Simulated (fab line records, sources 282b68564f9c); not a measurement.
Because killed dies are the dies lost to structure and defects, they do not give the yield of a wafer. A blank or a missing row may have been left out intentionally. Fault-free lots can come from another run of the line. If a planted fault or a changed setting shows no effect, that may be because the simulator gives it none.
A lot that was struck, set against a sound lot :: flow rit_cmos :: 14 steps out of a route of 202
Sound: wafers L429.3, L429.4, L429.6. Wafers struck: L431.3, L431.4, L431.6. The cause is named last.
Per side, at each step with rows, come the tool, then ch with its chambers, and then its first start. Under that, the readings that differ: sound wafers :: struck wafers :: difference of the means :: sigmas: that difference in standard deviations of wafers without a fault.
alike: same words and numbers on both sides, and readings whose means sit less than 2 such deviations apart. not compared: any withheld reading, any reading some wafer has no value for, any bound like >300 that may hide the same value, and any number with overlapping values for which the record gives no deviation.
The two part at a step that has a row with sigmas, a row that says differs or no value, or rows on one side only. Non-overlapping numbers with no deviation appear without sigmas and do not part them. A reading missing from all wafers of one side parts the sides only when that side holds two or more wafers.

first, 3 steps without rows for these wafers: RIT_NLDD_EXPOSE_03 (exposes mask M7, target cd 40700 nm); RIT_NLDD_PEB_04; RIT_NLDD_DEVELOP_05 (develop time 50 s).
RIT_NLDD_OVL_MEAS_06:
  sound on overlay-02, day 4 14:41; struck on overlay-01, day 4 23:52
  alike: NLDD_OVL
then, 2 steps without rows for these wafers: RIT_NLDD_HARDBAKE_07 (time 60 s); RIT_NLDD_IMPLANT_08.
RIT_NLDD_STRIP_09: strips in O2, time 180 s.
  sound on plasma_asher-04 ch 0,1, day 4 15:04; struck on plasma_asher-01 ch 0,1, day 5 00:15
  alike: drypump_motor_current_A
  not compared: rf_hours_counter_h
RIT_NLDD_TW_MEAS_10:
  sound on film_metro-03, day 4 15:12; struck on film_metro-03, day 5 00:23
  alike: NLDD_TW
then, 4 steps without rows for these wafers: RIT_PLDD_HMDS_00 (prime time 60 s); RIT_PLDD_COAT_01 (resist thk 1000 nm); RIT_PLDD_SOFTBAKE_02 (time 60 s); RIT_PLDD_EXPOSE_03 (exposes mask M8, target cd 40900 nm).
RIT_PLDD_PEB_04:
  sound on litho_track-04 ch 0, day 4 15:59; struck on litho_track-04, day 5 01:04
reading: exhaust_pa (Pa)
sound: 46.2 46.0 45.0
struck: - - -
difference: no value on the struck wafers
sigmas: 
  not compared: chill_plate_temp_C
then, 1 step without rows for these wafers: RIT_PLDD_DEVELOP_05 (develop time 50 s).

## WHERE THEY PART
Only at RIT_PLDD_PEB_04, as far as this record shows.

WHY: what the simulator had put in
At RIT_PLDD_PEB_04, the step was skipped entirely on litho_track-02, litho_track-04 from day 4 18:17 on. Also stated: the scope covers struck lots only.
